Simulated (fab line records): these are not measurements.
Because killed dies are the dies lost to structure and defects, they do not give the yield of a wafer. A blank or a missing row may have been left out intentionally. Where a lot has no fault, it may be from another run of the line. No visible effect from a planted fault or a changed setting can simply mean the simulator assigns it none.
fab line records	flow berkeleyCmos170
record: lots: 5	wafers: 23
route steps=331 shown START@3 ZERO@13 NWELL@21 PWELL@39 ACTIVE@62 PFIELD@86 SCREENOX@101 PVT@122
startH: start of the lot's first displayed wafer, in hours after the record's first day	waitH: hours from the lot's prior step to this one	" identical to the entry in the row above	L1.1+2: one row covering several wafers at once	- either no value or no given start	* or withheld: withheld	< > ~ a bound
route shown NAME@n: NAME is a module with steps in the file, n the number in the route of the first one	usual: the fault-free wafers' mean and standard deviation	same: alike in all rows	chamber/n: place in a boat	sites: per-site readings	_std_site: their standard deviation	_edge_site: mean of outer sites minus mean of inner sites	radiusMm: how far each site lies from the wafer's centre	mask NAME#n: copy n	behind: the most recent tool/chamber to have shaped the wafer	hold: the reason the lot was held/the length of the hold in hours/how it ended	device: transistor that didn't switch, given as n, p or np	end of line: the same wafers' tests at the end of the route	a step given without rows: its recipe and nothing more	killed: at the first sort, the dies lost to defects and structure; wafer yield is something else	map: a wafer's dies, marking killed ones x, the rest . and places with no die _
set.NAME: the setting as run; set.NAME@STEP: as run at that earlier step	model.NAME: the simulator's own value behind a step, which no gauge read
lots whose settings were changed on purpose; a table a step, a row a wafer
== steps ==
step: UCB170_START_OXIDATION_02
recipe: tempC: 950	ambient: O2	targetThkA: 200	oxTimeS: 1800
lot.wafer	tool	chamber	startH	waitH	set.tempC	model.SiO2_of_START_OXIDATION_02.thkNm
L074.1	-	-	-	1.3	950	20.54
L074.2	"	-	"	"	950	20.39
L074.3	"	-	"	"	950	20.4
L074.4	"	-	"	"	950	20.47
L074.6	"	-	"	"	950	20.66
L075.1	-	-	-	6.9	950	20.36
L075.3	"	-	"	"	950	20.3
L075.4	"	-	"	"	950	20.57
L075.5	"	-	"	"	950	20.41
L075.6	"	-	"	"	950	20.05
L077.1	-	-	-	6.6	939.1	17.15
L077.2	"	-	"	"	939.1	17.09
L077.3	"	-	"	"	939.1	17.05
L077.5	"	-	"	"	939.1	17
L077.6	"	-	"	"	939.1	16.92
L078.2	-	-	-	1.5	965.6	23.58
L078.3	"	-	"	"	965.6	23.54
L078.4	"	-	"	"	965.6	23.59
L078.5	"	-	"	"	965.6	23.62
L078.6	"	-	"	"	965.6	23.88
L083.1	furnace-02	0	59.60	4.4	950	19.43
L083.2	"	0	"	"	950	19.42
L083.4	"	0	"	"	950	19.63
step: UCB170_START_THK_MEAS_03
recipe: reads: SiO2_of_START_OXIDATION_02
usual: START_OXIDE_THK: 20.1/0.33
lot.wafer	tool	chamber	startH	waitH	set.tempC@START_OXIDATION_02	START_OXIDE_THK[nm]
L074.1	filmMetro-03	-	-	-	950	20.5
L074.2	"	-	"	"	950	20.3
L074.3	"	-	"	"	950	20.4
L074.4	"	-	"	"	950	20.5
L074.6	"	-	"	"	950	20.7
L075.1	filmMetro-01	-	-	-	950	20.3
L075.3	"	-	"	"	950	20.3
L075.4	"	-	"	"	950	20.6
L075.5	"	-	"	"	950	20.3
L075.6	"	-	"	"	950	20.0
L077.1	filmMetro-03	-	-	-	939.1	17.2
L077.2	"	-	"	"	939.1	17.1
L077.3	"	-	"	"	939.1	17.0
L077.5	"	-	"	"	939.1	17.0
L077.6	"	-	"	"	939.1	16.9
L078.2	filmMetro-04	-	-	-	965.6	23.6
L078.3	"	-	"	"	965.6	23.5
L078.4	"	-	"	"	965.6	23.6
L078.5	"	-	"	"	965.6	23.6
L078.6	"	-	"	"	965.6	23.8
L083.1	filmMetro-01	-	61.10	0.0	950	19.4
L083.2	"	-	"	"	950	19.4
L083.4	"	-	"	"	950	19.7
step: UCB170_ZERO_STRIP_07
recipe: chemistry: O2	powerW: 400	pressureMtorr: 3500	platenTempC: withheld	o2FlowSccm: 400	overashFraction: 0.5
usual: stripTimeToEndpointS: 21.47/0.071
lot.wafer	tool	chamber	startH	waitH	set.o2FlowSccm	stripTimeToEndpointS
L074.1	plasmaAsher-03	1	22.29	0.0	400	21.58
L074.2	"	0	"	"	400	21.51
L074.3	"	1	"	"	400	21.59
L074.4	"	0	"	"	400	21.58
L074.6	"	0	"	"	400	21.56
L075.1	plasmaAsher-01	0	33.10	0.0	455.1	21.07
L075.3	"	0	"	"	400	21.36
L075.4	"	1	"	"	455.1	21.01
L075.5	"	0	"	"	400	21.40
L075.6	"	1	"	"	455.1	20.91
L077.1	plasmaAsher-01	1	42.19	0.0	440.8	21.21
L077.2	"	0	"	"	400	21.45
L077.3	"	1	"	"	440.8	21.23
L077.5	"	1	"	"	440.8	21.13
L077.6	"	0	"	"	400	21.48
L078.2	plasmaAsher-01	0	42.63	0.0	400	21.51
L078.3	"	0	"	"	400	21.46
L078.4	"	1	"	"	356.2	21.84
L078.5	"	1	"	"	356.2	21.74
L078.6	"	0	"	"	400	21.47
L083.1	plasmaAsher-02	1	71.02	0.0	400	21.47
L083.2	"	0	"	"	400	21.48
L083.4	"	0	"	"	400	21.55
step: UCB170_NWELL_COAT_07
recipe: resist: KrF	spinRpm: 1500	resistThkNm: 900
lot.wafer	tool	chamber	startH	waitH	set.spinRpm	model.KrF_of_NWELL_COAT_07.thkNm
L074.1	lithoTrack-02	0	40.08	0.1	1608	867.9
L074.2	"	0	"	"	1500	900.1
L074.3	"	0	"	"	1500	899.8
L074.4	"	0	"	"	1500	899
L074.6	"	0	"	"	1608	868.6
L075.1	lithoTrack-02	0	48.00	0.1	1500	900.5
L075.3	"	0	"	"	1500	898.5
L075.4	"	0	"	"	1400	928.8
L075.5	"	0	"	"	1400	929.6
L075.6	"	0	"	"	1400	926.7
L077.1	lithoTrack-03	0	55.64	0.1	1426	922.3
L077.2	"	0	"	"	1500	900.7
L077.3	"	0	"	"	1500	903.2
L077.5	"	0	"	"	1426	924
L077.6	"	0	"	"	1426	924.1
L078.2	lithoTrack-04	0	55.79	0.1	1426	920.5
L078.3	"	0	"	"	1500	894.3
L078.4	"	0	"	"	1500	895.8
L078.5	"	0	"	"	1500	896.7
L078.6	"	0	"	"	1426	917.5
L083.1	lithoTrack-03	0	91.87	0.1	1500	903.4
L083.2	"	0	"	"	1500	905.9
L083.4	"	0	"	"	1500	905.3
step: UCB170_NWELL_DEVELOP_11
recipe: developer: TMAH	developTimeS: 45	resist: KrF	devTempC: 21
lot.wafer	tool	chamber	startH	waitH	set.developTimeS
L074.1+2+3+4+6	lithoTrack-04	0	-	-	45
L075.1+3+6	lithoTrack-03	0	-	-	47.6
L075.4+5	"	0	"	"	45
L077.1+2+3+5+6	lithoTrack-04	0	-	-	45
L078.2+4	lithoTrack-03	0	-	-	45
L078.3+5+6	"	0	"	"	40.02
L083.1+2+4	lithoTrack-04	0	-	-	45
step: UCB170_NWELL_ETCH_13
recipe: chemistry: CH3F/Ar/O2	target: Si3N4	stopOn: SiO2	CH3F_flow_sccm: 20	Ar_flow_sccm: 50	O2_flow_sccm: 7	pressureMtorr: 50	rfW: 450	targetDepthA: 2464	overEtchFrac: 0.1	timeS: 154
lot.wafer	tool	chamber	startH	waitH	set.spinRpm@NWELL_COAT_07	model.KrF_of_NWELL_COAT_07.thkNm
L074.1	rieDiel-01	3	41.49	0.0	1608	683.9
L074.2	"	1	"	"	1500	716.9
L074.3	"	2	"	"	1500	721.5
L074.4	"	0	"	"	1500	717
L074.6	"	0	"	"	1608	685.7
L075.1	rieDiel-01	1	49.00	0.0	1500	715.9
L075.3	"	2	"	"	1500	717.7
L075.4	"	3	"	"	1400	744.2
L075.5	"	2	"	"	1400	748.9
L075.6	"	1	"	"	1400	742.9
L077.1	rieDiel-04	0	56.38	0.0	1426	747.2
L077.2	"	3	"	"	1500	721.3
L077.3	"	1	"	"	1500	723.7
L077.5	"	0	"	"	1426	748.3
L077.6	"	3	"	"	1426	744.1
L078.2	rieDiel-01	2	56.62	0.0	1426	738.8
L078.3	"	1	"	"	1500	710.2
L078.4	"	1	"	"	1500	711
L078.5	"	2	"	"	1500	714.1
L078.6	"	3	"	"	1426	732.8
L083.1	rieDiel-03	3	92.97	0.0	1500	725.3
L083.2	"	0	"	"	1500	723.1
L083.4	"	2	"	"	1500	726.1
step: UCB170_NWELL_IMPLANT_14
recipe: species: P	doseCm2: 1e+13	energyKev: 152.4	tiltDeg: 7
step: UCB170_NWELL_STRIP_15
recipe: chemistry: O2	powerW: 400	pressureMtorr: 3500	platenTempC: withheld	o2FlowSccm: 400	overashFraction: 0.5
usual: stripTimeToEndpointS: 17.94/0.12
lot.wafer	tool	chamber	startH	waitH	set.spinRpm@NWELL_COAT_07	stripTimeToEndpointS
L074.1	plasmaAsher-02	0	41.74	0.1	1608	17.11
L074.2	"	1	"	"	1500	17.90
L074.3	"	1	"	"	1500	18.01
L074.4	"	0	"	"	1500	17.90
L074.6	"	1	"	"	1608	17.16
L075.1	plasmaAsher-03	0	49.25	0.1	1500	17.89
L075.3	"	1	"	"	1500	17.93
L075.4	"	0	"	"	1400	18.55
L075.5	"	0	"	"	1400	18.68
L075.6	"	1	"	"	1400	18.54
L077.1	plasmaAsher-04	0	56.63	0.1	1426	18.63
L077.2	"	1	"	"	1500	18.00
L077.3	"	0	"	"	1500	18.07
L077.5	"	1	"	"	1426	18.66
L077.6	"	0	"	"	1426	18.55
L078.2	plasmaAsher-03	1	56.87	0.1	1426	18.45
L078.3	"	0	"	"	1500	17.76
L078.4	"	1	"	"	1500	17.76
L078.5	"	1	"	"	1500	17.85
L078.6	"	0	"	"	1426	18.29
L083.1	plasmaAsher-04	0	93.22	0.1	1500	18.10
L083.2	"	1	"	"	1500	18.06
L083.4	"	0	"	"	1500	18.13
step: UCB170_PWELL_CVD_05
recipe: material: Si3N4	targetThkNm: 220	tempC: 800	precursor: SiH2Cl2/NH3	timeS: 3300	pressureMtorr: 200	sih2cl2FlowSccm: 25	nh3FlowSccm: 75
lot.wafer	tool	chamber	startH	waitH	set.pressureMtorr	model.Si3N4_of_PWELL_CVD_05.thkNm
L074.1	-	-	-	0.0	200	216.1
L074.2+6	"	-	"	"	200	217
L074.3	"	-	"	"	200	217.5
L074.4	"	-	"	"	200	217.2
L075.1	-	-	-	0.9	186.5	213.5
L075.3	"	-	"	"	186.5	212.9
L075.4	"	-	"	"	186.5	213.3
L075.5	"	-	"	"	186.5	213.1
L075.6	"	-	"	"	186.5	214
L077.1+5	-	-	-	0.0	229.6	225.8
L077.2	"	-	"	"	229.6	227.5
L077.3	"	-	"	"	229.6	228.6
L077.6	"	-	"	"	229.6	226.9
L078.2	-	-	-	0.0	178.9	213.5
L078.3	"	-	"	"	178.9	212.4
L078.4+5	"	-	"	"	178.9	211.1
L078.6	"	-	"	"	178.9	210.6
L083.1	lpcvd-02	1	109.66	0.7	200	216
L083.2	"	1	"	"	200	217.5
L083.4	"	1	"	"	200	219.2
step: UCB170_PWELL_THK_MEAS_06
recipe: reads: Si3N4_of_PWELL_CVD_05
usual: PWELL_NITRIDE_THK: 218.5/1.6
lot.wafer	tool	chamber	startH	waitH	set.pressureMtorr@PWELL_CVD_05	PWELL_NITRIDE_THK[nm]
L074.1	filmMetro-01	-	-	-	200	216.2
L074.2	"	-	"	"	200	217.0
L074.3	"	-	"	"	200	217.4
L074.4	"	-	"	"	200	217.1
L074.6	"	-	"	"	200	217.0
L075.1	filmMetro-01	-	-	-	186.5	213.5
L075.3	"	-	"	"	186.5	212.9
L075.4	"	-	"	"	186.5	213.3
L075.5	"	-	"	"	186.5	213.0
L075.6	"	-	"	"	186.5	214.0
L077.1	filmMetro-01	-	-	-	229.6	225.6
L077.2	"	-	"	"	229.6	227.5
L077.3	"	-	"	"	229.6	228.6
L077.5	"	-	"	"	229.6	225.8
L077.6	"	-	"	"	229.6	226.9
L078.2	filmMetro-03	-	-	-	178.9	213.6
L078.3	"	-	"	"	178.9	212.3
L078.4	"	-	"	"	178.9	210.9
L078.5	"	-	"	"	178.9	211.0
L078.6	"	-	"	"	178.9	210.5
L083.1	filmMetro-02	-	111.58	0.0	200	215.9
L083.2	"	-	"	"	200	217.5
L083.4	"	-	"	"	200	219.1
step: UCB170_PWELL_ETCH_14
recipe: chemistry: CH3F/Ar/O2	target: Si3N4	stopOn: SiO2	CH3F_flow_sccm: 20	Ar_flow_sccm: 50	O2_flow_sccm: 7	pressureMtorr: 50	rfW: 450	targetDepthA: 2420	overEtchFrac: 0.1	timeS: 151
lot.wafer	tool	chamber	startH	waitH	set.rfW	set.pressureMtorr@PWELL_CVD_05	model.etch.depthNm
L074.1+2	rieDiel-04	3,2	62.45	0.0	450	200	-
L074.3	"	1	"	"	501.8	200	217.5
L074.4	"	0	"	"	450	200	217.2
L074.6	"	3	"	"	501.8	200	-
L075.1	rieDiel-03	1	76.84	0.0	450	186.5	213.5
L075.3+5+6	"	2,1,2	"	"	490.2	186.5	-
L075.4	"	0	"	"	450	186.5	213.3
L077.1	rieDiel-02	0	82.28	0.0	428.1	229.6	225.8
L077.2	"	2	"	"	428.1	229.6	227.5
L077.3	"	3	"	"	428.1	229.6	228.6
L077.5	"	1	"	"	450	229.6	225.8
L077.6	"	0	"	"	450	229.6	226.9
L078.2	rieDiel-03	1	82.39	0.0	431.2	178.9	213.5
L078.3	"	2	"	"	450	178.9	212.4
L078.4	"	3	"	"	431.2	178.9	211.1
L078.5	"	0	"	"	450	178.9	211.1
L078.6	"	3	"	"	431.2	178.9	210.6
L083.1	rieDiel-03	3	114.68	0.0	450	200	216
L083.2	"	1	"	"	450	200	217.5
L083.4	"	2	"	"	450	200	219.2
step: UCB170_ACTIVE_OXIDATION_02
recipe: tempC: 1000	ambient: O2	targetThkA: 264	oxTimeS: 1260
lot.wafer	tool	chamber	startH	waitH	set.tempC	model.SiO2_of_ACTIVE_OXIDATION_02.thkNm
L074.1	-	-	-	7.4	1029	33.83
L074.2	"	-	"	"	1029	33.98
L074.3	"	-	"	"	1029	33.74
L074.4	"	-	"	"	1029	34
L074.6	"	-	"	"	1029	33.69
L075.1	-	-	-	4.1	1027	33.16
L075.3	"	-	"	"	1027	33.22
L075.4	"	-	"	"	1027	33.33
L075.5	"	-	"	"	1027	33.41
L075.6	"	-	"	"	1027	33.53
L077.1	-	-	-	0.1	976.4	21.14
L077.2	"	-	"	"	976.4	21.23
L077.3	"	-	"	"	976.4	20.74
L077.5	"	-	"	"	976.4	21.19
L077.6	"	-	"	"	976.4	20.43
L078.2	-	-	-	0.1	1016	30.31
L078.3	"	-	"	"	1016	29.75
L078.4	"	-	"	"	1016	29.65
L078.5	"	-	"	"	1016	29.92
L078.6	"	-	"	"	1016	30.15
L083.1	furnace-01	0	135.90	4.8	1000	26.55
L083.2	"	0	"	"	1000	26.76
L083.4	"	0	"	"	1000	26.41
step: UCB170_ACTIVE_THK_MEAS_03
recipe: reads: SiO2_of_ACTIVE_OXIDATION_02
usual: ACTIVE_OXIDE_THK: 26.5/0.39
lot.wafer	tool	chamber	startH	waitH	set.tempC@ACTIVE_OXIDATION_02	ACTIVE_OXIDE_THK[nm]
L074.1	filmMetro-04	-	-	-	1029	33.8
L074.2	"	-	"	"	1029	34.0
L074.3	"	-	"	"	1029	33.7
L074.4	"	-	"	"	1029	34.0
L074.6	"	-	"	"	1029	33.7
L075.1	filmMetro-04	-	-	-	1027	33.2
L075.3	"	-	"	"	1027	33.3
L075.4	"	-	"	"	1027	33.3
L075.5	"	-	"	"	1027	33.5
L075.6	"	-	"	"	1027	33.5
L077.1	filmMetro-01	-	-	-	976.4	21.2
L077.2	"	-	"	"	976.4	21.2
L077.3	"	-	"	"	976.4	20.8
L077.5	"	-	"	"	976.4	21.2
L077.6	"	-	"	"	976.4	20.4
L078.2	filmMetro-03	-	-	-	1016	30.3
L078.3	"	-	"	"	1016	29.7
L078.4	"	-	"	"	1016	29.6
L078.5	"	-	"	"	1016	29.9
L078.6	"	-	"	"	1016	30.1
L083.1	filmMetro-04	-	137.25	0.0	1000	26.6
L083.2	"	-	"	"	1000	26.8
L083.4	"	-	"	"	1000	26.4
step: UCB170_ACTIVE_ETCH_15
recipe: chemistry: CH3F/Ar/O2	target: Si3N4	stopOn: SiO2	CH3F_flow_sccm: 20	Ar_flow_sccm: 50	O2_flow_sccm: 7	pressureMtorr: 50	rfW: 450	targetDepthA: 2420	overEtchFrac: 0.1	timeS: 151
usual: oesProductAu: 0.944/0.012
lot.wafer	tool	chamber	startH	waitH	set.timeS	set.tempC@ACTIVE_OXIDATION_02	oesProductAu	model.KrF_of_ACTIVE_COAT_08.thkNm	model.SiO2_of_ACTIVE_OXIDATION_02.thkNm
L074.1	rieDiel-01	0	108.53	0.0	151	1029	0.954	714.8	29.16
L074.2	"	1	"	"	151	1029	0.964	714.1	29.64
L074.3	"	3	"	"	151	1029	0.954	721.2	28.98
L074.4	"	2	"	"	151	1029	0.952	721	29.32
L074.6	"	3	"	"	151	1029	0.950	717.5	28.92
L075.1	rieDiel-01	2	115.49	0.0	151	1027	0.935	720.2	28.46
L075.3	"	1	"	"	151	1027	0.949	719.6	28.88
L075.4	"	0	"	"	151	1027	0.948	720.5	28.67
L075.5	"	0	"	"	134.9	1027	1.003	734.1	30.01
L075.6	"	3	"	"	134.9	1027	0.993	737	30.16
L077.1	rieDiel-04	3	115.61	0.0	138.4	976.4	0.981	741.6	17.77
L077.2	"	2	"	"	151	976.4	0.960	720.1	16.9
L077.3	"	1	"	"	138.4	976.4	1.012	740.7	17.34
L077.5	"	1	"	"	151	976.4	0.960	726.4	16.78
L077.6	"	0	"	"	138.4	976.4	0.991	747.7	17.16
L078.2	rieDiel-01	1	115.77	0.0	151	1016	0.942	718.1	25.97
L078.3	"	3	"	"	151	1016	0.929	718.6	24.97
L078.4	"	0	"	"	151	1016	0.939	713.4	24.99
L078.5	"	0	"	"	151	1016	0.933	715.4	25.25
L078.6	"	3	"	"	151	1016	0.928	717.3	25.38
L083.1	rieDiel-04	2	145.94	0.0	151	1000	0.952	713.8	22.21
L083.2	"	1	"	"	151	1000	0.949	720.6	22.34
L083.4	"	0	"	"	151	1000	0.939	727	22.81
step: UCB170_PFIELD_IMPLANT_07
recipe: species: B	doseCm2: 2e+13	energyKev: 80	tiltDeg: 7
lot.wafer	tool	chamber	startH	waitH	set.energyKev	model.implant.rpNm	model.implant.drpNm
L074.1+2+3	implanter-01	0	111.95	0.0	80	257.2	74.86
L074.4+6	"	0	"	"	78.17	252.5	74.02
L077.1+2+5	implanter-04	0	118.60	0.0	82.37	279.7	75.89
L077.3+6	"	0	"	"	80	272.9	74.86
L075.1+3+5	implanter-01	0	118.87	0.0	84.24	278.7	76.68
L075.4+6	"	0	"	"	80	267	74.86
L078.2+3	implanter-04	0	119.04	0.0	80	261.6	74.86
L078.4+5+6	"	0	"	"	84.09	272.7	76.62
L083.1+2+4	implanter-01	0	147.82	0.0	80	268	74.86
step: UCB170_SCREENOX_OXIDATION_01
recipe: tempC: 900	ambient: O2	targetThkA: 144	oxTimeS: 2400
lot.wafer	tool	chamber	startH	waitH	set.tempC	model.SiO2_of_SCREENOX_OXIDATION_01.thkNm
L074.1	-	-	-	4.2	873.6	10.64
L074.2	"	-	"	"	873.6	10.83
L074.3	"	-	"	"	873.6	10.84
L074.4	"	-	"	"	873.6	10.93
L074.6	"	-	"	"	873.6	10.98
L075.1+4	-	-	-	4.8	885.3	12.09
L075.3	"	-	"	"	885.3	12.1
L075.5	"	-	"	"	885.3	11.98
L075.6	"	-	"	"	885.3	11.87
L077.1	-	-	-	4.8	900	14.38
L077.2	"	-	"	"	900	14.27
L077.3	"	-	"	"	900	14.44
L077.5	"	-	"	"	900	14.28
L077.6	"	-	"	"	900	14.52
L078.2	-	-	-	4.8	920	17.63
L078.3+6	"	-	"	"	920	17.6
L078.4	"	-	"	"	920	17.37
L078.5	"	-	"	"	920	17.31
L083.1	furnace-02	0	178.91	4.6	900	14.23
L083.2	"	0	"	"	900	14.27
L083.4	"	0	"	"	900	14.44
step: UCB170_SCREENOX_THK_MEAS_02
recipe: reads: SiO2_of_SCREENOX_OXIDATION_01
usual: SCREENOX_OXIDE_THK: 14.37/0.2
lot.wafer	tool	chamber	startH	waitH	set.tempC@SCREENOX_OXIDATION_01	SCREENOX_OXIDE_THK[nm]
L074.1	filmMetro-01	-	-	-	873.6	10.65
L074.2	"	-	"	"	873.6	10.85
L074.3	"	-	"	"	873.6	10.79
L074.4	"	-	"	"	873.6	10.91
L074.6	"	-	"	"	873.6	10.97
L077.1	filmMetro-01	-	-	-	900	14.40
L077.2	"	-	"	"	900	14.26
L077.3	"	-	"	"	900	14.45
L077.5	"	-	"	"	900	14.26
L077.6	"	-	"	"	900	14.51
L078.2	filmMetro-03	-	-	-	920	17.67
L078.3	"	-	"	"	920	17.61
L078.4	"	-	"	"	920	17.38
L078.5	"	-	"	"	920	17.33
L078.6	"	-	"	"	920	17.60
L075.1	filmMetro-03	-	-	-	885.3	12.12
L075.3	"	-	"	"	885.3	12.15
L075.4	"	-	"	"	885.3	12.11
L075.5	"	-	"	"	885.3	11.99
L075.6	"	-	"	"	885.3	11.89
L083.1	filmMetro-01	-	180.57	0.0	900	14.23
L083.2	"	-	"	"	900	14.26
L083.4	"	-	"	"	900	14.47
step: UCB170_PVT_IMPLANT_07
recipe: species: P	doseCm2: 2e+12	energyKev: 30	tiltDeg: 7
lot.wafer	tool	chamber	startH	waitH	set.doseCm2
L074.1+2+3+4+6	implanter-04	0	144.74	0.0	2e+12
L078.2+3+4+5+6	implanter-03	0	156.58	0.0	2e+12
L077.1+2+6	implanter-03	0	157.15	0.0	2.089e+12
L077.3+5	"	0	"	"	2e+12
L075.1+4+6	implanter-03	0	157.39	0.0	2e+12
L075.3+5	"	0	"	"	2.133e+12
L083.1+2+4	implanter-03	0	191.08	0.0	2e+12
step: UCB170_PVT_STRIP_08
recipe: chemistry: O2	powerW: 400	pressureMtorr: 3500	platenTempC: withheld	o2FlowSccm: 400	overashFraction: 0.5
step: UCB170_PVT_TW_MEAS_09
usual: PVT_TW: 509/4.3
lot.wafer	tool	chamber	startH	waitH	set.doseCm2@PVT_IMPLANT_07	PVT_TW
L074.1	filmMetro-01	-	144.99	0.1	2e+12	511
L074.2	"	-	"	"	2e+12	511
L074.3	"	-	"	"	2e+12	511
L074.4	"	-	"	"	2e+12	512
L074.6	"	-	"	"	2e+12	512
L078.2	filmMetro-01	-	156.82	0.1	2e+12	509
L078.3	"	-	"	"	2e+12	510
L078.4	"	-	"	"	2e+12	512
L078.5	"	-	"	"	2e+12	513
L078.6	"	-	"	"	2e+12	514
L077.1	filmMetro-03	-	157.40	0.1	2.089e+12	514
L077.2	"	-	"	"	2.089e+12	516
L077.3	"	-	"	"	2e+12	512
L077.5	"	-	"	"	2e+12	508
L077.6	"	-	"	"	2.089e+12	514
L075.1	filmMetro-03	-	157.64	0.1	2e+12	506
L075.3	"	-	"	"	2.133e+12	518
L075.4	"	-	"	"	2e+12	507
L075.5	"	-	"	"	2.133e+12	520
L075.6	"	-	"	"	2e+12	505
L083.1	filmMetro-02	-	191.33	0.1	2e+12	498
L083.2	"	-	"	"	2e+12	504
L083.4	"	-	"	"	2e+12	499
== key ==
split: step: UCB170_START_OXIDATION_02	setting: tempC	stated: 950	by: lot
response: step: UCB170_START_OXIDATION_02	reading: model.SiO2_of_START_OXIDATION_02.thkNm	change: +2.33	per: 1%	r: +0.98
response: step: UCB170_START_THK_MEAS_03	reading: START_OXIDE_THK	change: +2.33	per: 1%	r: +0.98
split: step: UCB170_ZERO_STRIP_07	setting: o2FlowSccm	stated: 400	by: wafer
response: step: UCB170_ZERO_STRIP_07	reading: stripTimeToEndpointS	change: *	per: 1%	r: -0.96
split: step: UCB170_NWELL_COAT_07	setting: spinRpm	stated: 1500	by: wafer
response: step: UCB170_NWELL_COAT_07	reading: model.KrF_of_NWELL_COAT_07.thkNm	change: -4.41	per: 1%	r: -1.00
response: step: UCB170_NWELL_ETCH_13	reading: model.KrF_of_NWELL_COAT_07.thkNm	change: -4.62	per: 1%	r: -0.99
response: step: UCB170_NWELL_STRIP_15	reading: stripTimeToEndpointS	change: *	per: 1%	r: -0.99
split: step: UCB170_NWELL_DEVELOP_11	setting: developTimeS	stated: 45	by: wafer
response none clear
split: step: UCB170_PWELL_CVD_05	setting: pressureMtorr	stated: 200	by: lot
response: step: UCB170_PWELL_CVD_05	reading: model.Si3N4_of_PWELL_CVD_05.thkNm	change: +0.608	per: 1%	r: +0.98
response: step: UCB170_PWELL_THK_MEAS_06	reading: PWELL_NITRIDE_THK	change: +0.608	per: 1%	r: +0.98
response: step: UCB170_PWELL_ETCH_14	reading: model.etch.depthNm	change: +0.605	per: 1%	r: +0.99
split: step: UCB170_PWELL_ETCH_14	setting: rfW	stated: 450	by: wafer
response none clear
split: step: UCB170_ACTIVE_OXIDATION_02	setting: tempC	stated: 1000	by: lot
response: step: UCB170_ACTIVE_OXIDATION_02	reading: model.SiO2_of_ACTIVE_OXIDATION_02.thkNm	change: +2.43	per: 1%	r: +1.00
response: step: UCB170_ACTIVE_THK_MEAS_03	reading: ACTIVE_OXIDE_THK	change: +2.43	per: 1%	r: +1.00
response: step: UCB170_ACTIVE_ETCH_15	reading: model.SiO2_of_ACTIVE_OXIDATION_02.thkNm	change: +2.3	per: 1%	r: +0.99
split: step: UCB170_ACTIVE_ETCH_15	setting: timeS	stated: 151	by: wafer
response: step: UCB170_ACTIVE_ETCH_15	reading: oesProductAu	change: -0.00473	per: 1%	r: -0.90
response: step: UCB170_ACTIVE_ETCH_15	reading: model.KrF_of_ACTIVE_COAT_08.thkNm	change: -1.81	per: 1%	r: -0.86
split: step: UCB170_PFIELD_IMPLANT_07	setting: energyKev	stated: 80	by: wafer
response: step: UCB170_PFIELD_IMPLANT_07	reading: model.implant.rpNm	change: +2.19	per: 1%	r: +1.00
response: step: UCB170_PFIELD_IMPLANT_07	reading: model.implant.drpNm	change: +0.346	per: 1%	r: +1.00
split: step: UCB170_SCREENOX_OXIDATION_01	setting: tempC	stated: 900	by: lot
response: step: UCB170_SCREENOX_OXIDATION_01	reading: model.SiO2_of_SCREENOX_OXIDATION_01.thkNm	change: +1.31	per: 1%	r: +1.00
response: step: UCB170_SCREENOX_THK_MEAS_02	reading: SCREENOX_OXIDE_THK	change: +1.32	per: 1%	r: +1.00
split: step: UCB170_PVT_IMPLANT_07	setting: doseCm2	stated: 2e+12	by: wafer
response: step: UCB170_PVT_TW_MEAS_09	reading: PVT_TW	change: +1.67	per: 1%	r: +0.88
